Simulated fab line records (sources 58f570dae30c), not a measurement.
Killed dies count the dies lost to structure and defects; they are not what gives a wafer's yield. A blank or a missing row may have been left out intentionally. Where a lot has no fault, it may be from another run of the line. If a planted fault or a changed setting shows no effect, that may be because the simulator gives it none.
Problem report in the 8D (eight disciplines) form, filled by code | flow berkeley_cmos170 | the parts of the form that need people (team, actions taken, sign-off) are left out

== 1. WHAT WENT WRONG ==
UCB170_M1_ETCH_11, oes_product_au: mean 1.143 a.u. over 1 wafer from 1 lot; wafers with no fault: 1.009 a.u., standard deviation 0.019. Relative to the usual mean, that is a shift of +7.1 standard deviations.
The step: etches BARC in N2/H2.
First observed at day 9 21:55: wafer L113.3, on rie_diel-02. At this step, 15 wafers from 5 lots have a number in the record. The rule behind "out" and "out of limits": a value lying over 4 standard deviations away from the usual mean. Any other wafer with a number is counted as sound.

== 2. WHAT THIS IS AND IS NOT ==
question                    | is               | is not
which readings at this step | oes_product_au   | drypump_motor_current_A, throttle_valve_pct
which lots                  | L113             | L101, L102, L120, L122
which wafers of those lots  | L113.3           | L113.1, L113.4
read on which tools         | rie_diel-02      | rie_diel-01, rie_diel-04
when                        | from day 9 21:55 | up to then (8 sound wafers); but 6 sound wafers of L120, L122 came after

== 3. SUSPECTS, AND WHAT RULES EACH OUT ==
Counting: any tool at a process step up to the reading remains a suspect provided it ran every lot that is out. Sound lots after the first of them don't rule it out here, since some wafers of a struck lot are sound.
- pvd_sputter-04 at UCB170_M1_SPUTTER_00 (material Al, target thk 600 nm, time 80 s): kept. It processed L113, the lot that is out, at day 9 20:40, and its most recent sound lot before then was L101 at day 7 20:37.
- rie_diel-02 at UCB170_M1_ETCH_11 (etches BARC in N2/H2): kept. It processed L113, the lot that is out, at day 9 21:55, and its most recent sound lot before then was L101 at day 7 22:40. Its own oes_product_au readings are out on those wafers.
- Within rie_diel-02 at UCB170_M1_ETCH_11: the wafers that are out ran in chamber 0; their sound lot-mates ran in chambers 1, 3.
Left after counting: pvd_sputter-04 at UCB170_M1_SPUTTER_00, rie_diel-02 at UCB170_M1_ETCH_11.

== 4. THE CAUSE (what the simulator had put in) ==
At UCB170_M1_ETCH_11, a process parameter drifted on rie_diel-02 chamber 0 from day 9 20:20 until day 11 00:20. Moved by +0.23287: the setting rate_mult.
This tool is one of the 2 suspects left after counting.

== 5. THE CHAIN OF EFFECTS, in route order ==
Rows list readings where the struck wafers' mean (over those with a number) sits beyond 3 standard deviations from the usual. Readings are gone through only where the record gives a usual standard deviation; hours: the median, over the lots, of the time from a lot's start at the first step in this table giving one to that lot's start at this step; sigmas: the change measured in usual standard deviations.
hours | step              | reading        | usual      | on struck wafers | change | sigmas
0     | UCB170_M1_ETCH_11 | oes_product_au | 1.009 a.u. | 1.143            | +0.134 | +7.1
Process steps it contains:
- UCB170_M1_ETCH_11: etches BARC in N2/H2.

== 6. HOW IT WOULD HAVE BEEN CAUGHT EARLIER ==
The fault began at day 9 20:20; the first out-of-limits reading in this record came at day 9 21:55, 2 hours later.
